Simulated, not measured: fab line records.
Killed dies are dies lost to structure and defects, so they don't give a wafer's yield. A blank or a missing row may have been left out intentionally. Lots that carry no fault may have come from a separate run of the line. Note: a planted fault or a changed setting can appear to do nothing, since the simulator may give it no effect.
fab line records	flow rit_cmos
record lots=5	wafers=15	last_day=8
route steps=202 shown PLDD@122 SPACER@125 NSD@131 M1@202
lots that met no fault: from a run of the same line without faults
start_h: start of the lot's first displayed wafer, in hours after the record's first day	wait_h: hours since the lot's step before	" same as the row above	L1.1+2: a row that stands for several wafers	- either no value or no given start	* or withheld: withheld	< > ~ a bound
route shown NAME@n: names a module that has steps shown in the file, with the first one's number in the route	usual: mean/standard deviation taken from wafers without a fault	same: alike in all rows	chamber/n: place in a boat	sites: the reading at each site	_std_site: the values' standard deviation	_edge_site: inner sites' mean taken away from outer sites' mean	radius_mm: for every site, how far away it sits from the centre of the wafer	mask NAME#n: copy n	behind: the last tool/chamber to shape the wafer	hold: why the lot went on hold/how many hours it stayed there/how the hold came to an end	device: whichever transistor did not switch (one of n, p or np)	end of line: the tests these same wafers got at the end of their route	for a step that has no rows: nothing shown but its recipe	killed: count of dies lost to structure and defects at first sort (not the wafer's yield)	map: the dies of a wafer, with x for killed, . for not killed, _ for no die there
set.NAME: the run value of the setting; set.NAME@STEP: its run value at that earlier step	model.NAME: the simulator's own value behind a step, which no gauge read
lots at some steps of the route; a table a step, a row a wafer
services: when a tool's chamber went out of use (start_h, in hours from the record's first day, below 0 if earlier), for how many hours, and the reason
## steps
# step RIT_PLDD_IMPLANT_08
# recipe species=BF2	energy_kev=20	dose_cm2=9e+14	tilt_deg=7
# step RIT_PLDD_STRIP_09
# recipe chemistry=O2	time_s=180	resist=NOVOLAK	platen_temp_c=withheld	power_w=500	pressure_mtorr=4000	o2_flow_sccm=4000
# usual drypump_motor_current_A=5.7/0.51
lot.wafer	tool	chamber	start_h	wait_h	drypump_motor_current_A	rf_hours_counter_h
L935.1	plasma_asher-03	1	79.03	0.1	5.4	28
L935.2	"	0	"	"	6.1	28
L935.5	"	1	"	"	5.4	-
L937.2	plasma_asher-03	0	95.31	0.1	6.2	30
L937.3	"	0	"	"	6.1	-
L937.4	"	1	"	"	5.5	-
L942.1	plasma_asher-04	1	118.77	0.1	6.2	51
L942.4	"	1	"	"	6.2	-
L942.6	"	1	"	"	6.2	-
L947.1	plasma_asher-04	0	148.67	0.1	5.1	54
L947.3	"	1	"	"	6.1	-
L947.4	"	0	"	"	5.1	-
L952.1	plasma_asher-04	0	181.90	0.1	5.1	57
L952.4	"	1	"	"	6.1	-
L952.6	"	1	"	"	6.2	-
# step RIT_PLDD_TW_MEAS_10
# usual PLDD_TW=2356/20
lot.wafer	tool	chamber	start_h	wait_h	PLDD_TW
L935.1	film_metro-03	-	79.20	0.1	2386
L935.2	"	-	"	"	2390
L935.5	"	-	"	"	2398
L937.2	film_metro-01	-	95.49	0.1	2352
L937.3	"	-	"	"	2346
L937.4	"	-	"	"	2334
L942.1	film_metro-03	-	118.94	0.1	2368
L942.4	"	-	"	"	2353
L942.6	"	-	"	"	2363
L947.1	film_metro-01	-	148.85	0.1	2327
L947.3	"	-	"	"	2341
L947.4	"	-	"	"	2327
L952.1	film_metro-03	-	182.07	0.1	2353
L952.4	"	-	"	"	2358
L952.6	"	-	"	"	2368
# step RIT_SPACER_CLEAN_00
# recipe chemistry=SC1	mix=3:3:50	time_s=600	temp_c=75
# step RIT_SPACER_CLEAN_01
# recipe chemistry=dHF	dilution=50:1	time_s=29.54
# step RIT_SPACER_CLEAN_02
# recipe chemistry=SC2	mix=3:3:50	time_s=600	temp_c=75	dry=n2_spin
# step RIT_SPACER_CVD_03
# recipe material=Si3N4	target_thk_nm=250	temp_c=810	precursor=SiH2Cl2/NH3	time_s=3300	pressure_mtorr=300	sih2cl2_flow_sccm=60	nh3_flow_sccm=150
# step RIT_SPACER_THK_MEAS_04
# recipe reads=Si3N4_of_SPACER_CVD_03
# usual SPACER_NITRIDE_THK=250.2/2.4
lot.wafer	tool	chamber	start_h	wait_h	SPACER_NITRIDE_THK[nm]
L935.1	film_metro-03	-	82.52	0.0	248.0
L935.2	"	-	"	"	248.0
L935.5	"	-	"	"	248.7
L937.2	film_metro-02	-	101.24	0.0	254.5
L937.3	"	-	"	"	252.0
L937.4	"	-	"	"	251.9
L942.1	film_metro-03	-	126.94	0.0	247.3
L942.4	"	-	"	"	251.5
L942.6	"	-	"	"	248.0
L947.1	film_metro-04	-	152.15	0.0	249.7
L947.3	"	-	"	"	250.8
L947.4	"	-	"	"	249.4
L952.1	film_metro-03	-	185.62	0.0	248.6
L952.4	"	-	"	"	249.8
L952.6	"	-	"	"	248.6
# step RIT_SPACER_ETCHBACK_05
# recipe target_depth_a=2500	SF6_flow_sccm=30	CHF3_flow_sccm=30	target=Si3N4	chemistry=SF6/CHF3	pressure_mtorr=40	rf_w=250	time_s=240	stop_on=SiO2
# usual drypump_motor_current_A=5.6/0.49	oes_product_au=0.842/0.013	throttle_valve_pct=10.27/0.11
lot.wafer	tool	chamber	start_h	wait_h	drypump_motor_current_A	oes_product_au	rf_hours_counter_h	throttle_valve_pct
L935.1	rie_diel-01	0	82.58	0.1	6.2	0.857	93	10.50
L935.2	"	3	"	"	5.8	0.861	1	10.23
L935.5	"	2	"	"	5.5	0.839	-	10.11
L937.2	rie_diel-03	3	101.29	0.0	5.2	0.843	38	10.14
L937.3	"	1	"	"	5.0	0.857	29	10.35
L937.4	"	2	"	"	5.2	0.855	4	10.27
L942.1	rie_diel-03	0	127.00	0.1	6.6	0.819	85	10.13
L942.4	"	3	"	"	5.2	0.843	38	10.12
L942.6	"	3	"	"	5.2	0.834	-	10.12
L947.1	rie_diel-03	1	152.21	0.1	5.0	0.845	30	10.33
L947.3	"	3	"	"	5.2	0.835	39	10.13
L947.4	"	2	"	"	5.2	0.855	6	10.28
L952.1	rie_diel-03	3	185.68	0.1	5.2	0.842	40	10.12
L952.4	"	0	"	"	6.6	0.825	85	10.14
L952.6	"	1	"	"	5.0	0.836	-	10.34
# step RIT_NSD_HMDS_00
# recipe prime_time_s=60	prime_temp_c=140
# step RIT_NSD_COAT_01
# recipe resist=NOVOLAK	spin_rpm=3298	resist_thk_nm=1000
# step RIT_NSD_SOFTBAKE_02
# recipe resist=NOVOLAK	temp_c=90	time_s=60
# step RIT_NSD_EXPOSE_03
# recipe mask_id=M9	na=0.57	target_cd_nm=40700	dose_mj=250
lot.wafer	tool	chamber	start_h	wait_h	mask
L935.1+2+5	iline_stepper-01	0	83.54	0.3	M9#0
L937.2+3+4	iline_stepper-02	0	102.04	0.2	M9#0
L942.1+4+6	iline_stepper-01	0	127.60	0.1	M9_R1#0
L947.1+3+4	iline_stepper-01	0	152.94	0.2	M9#0
L952.1+4+6	iline_stepper-01	0	186.28	0.1	M9#0
# step RIT_NSD_PEB_04
# recipe resist=NOVOLAK	temp_c=withheld	time_s=withheld
# step RIT_M1_PROBE_99
# usual killed_at_front_end=7/3.1	killed_dies=7/3.1	killed_open=3.6/2.2	killed_short=3.4/2.1
# same gross_dies=264	killed_at_M0_to_M3=0	killed_at_M4_up=0	killed_at_back_side=0	killed_at_contacts=0	killed_at_other=0
lot.wafer	tool	chamber	start_h	wait_h	killed_at_front_end	killed_dies	killed_open	killed_short
L935.1	prober-01	-	95.11	0.1	5	5	3	2
L935.2	prober-01	-	95.16	0.1	6	6	4	2
L935.5	prober-01	-	95.31	0.2	4	4	4	0
L937.2	prober-01	-	112.56	0.1	7	7	3	4
L937.3	prober-01	-	112.61	0.2	14	14	7	7
L937.4	prober-01	-	112.66	0.2	10	10	5	5
# killed by level:class
L935.1 REOX:geometric_particle:open=2 GATE:geometric_particle:open=1 GATE:geometric_particle:short=1 REOX:geometric_particle:short=1
L935.2 REOX:geometric_particle:open=2 FOX1:geometric_particle:short=1 GATE:geometric_particle:open=1 GATE:geometric_particle:short=1 SILICIDE:geometric_particle:open=1
L935.5 REOX:geometric_particle:open=2 FOX1:geometric_particle:open=1 GATE:geometric_particle:open=1
L937.2 GATE:geometric_particle:short=2 ACTIVE:geometric_particle:short=1 FOX1:geometric_particle:open=1 GATE:geometric_particle:open=1 REOX:geometric_particle:open=1 SILICIDE:geometric_particle:short=1
L937.3 GATE:geometric_particle:open=4 GATE:geometric_particle:short=3 FOX1:geometric_particle:short=2 FOX1:geometric_particle:open=1 FOX2:geometric_particle:short=1 REOX:geometric_particle:short=1 SPACER:geometric_particle:open=1 SILICIDE:geometric_particle:open=1
L937.4 GATE:geometric_particle:short=3 GATE:geometric_particle:open=2 FOX1:geometric_particle:open=1 REOX:geometric_particle:short=1 SPACER:geometric_particle:open=1 SILICIDE:geometric_particle:open=1 SILICIDE:geometric_particle:short=1
## services
tool	chamber	start_h	hours	kind
rie_diel-01	0	64.56	14.7	repair
iline_stepper-01	-	71.45	5.4	repair
rie_diel-03	-	86.91	0.4	repair
iline_stepper-02	-	90.61	1.7	pm
plasma_asher-03	-	103.58	2.8	pm
iline_stepper-02	0	137.05	-	calibration
rie_diel-01	1	162.41	-	clean
rie_diel-01	1	162.41	14.6	scheduled_down
rie_diel-01	1	162.41	14.6	vent_cycle
rie_diel-03	0	168.18	11.3	repair
rie_diel-03	1	171.27	6.7	repair
rie_diel-03	3	172.16	2.5	repair
rie_diel-01	0	182.54	5.6	repair
## key
first_sign step=RIT_NSD_EXPOSE_03	reading=mask	direction=changed
effect none on later readings
met_at RIT_NSD_EXPOSE_03
struck_wafers L942.1,L942.4,L942.6
tester_left_out L942
onset_between 83.54 127.60
fault kind=wrong_mask	tool=any	chamber=-	onset_h=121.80	steps=RIT_NSD_EXPOSE_03	aux_copy=M9_R1#0	cd_offset_nm=-220	scope=struck_lots_only
# tester_left_out: of these lots the tester's yield and bins aren't shown, on N5 and GAA mostly nor the transistor test; their killed dies are dies lost to structure and defects alone, not to doping, threshold or leakage, so they don't give the yield
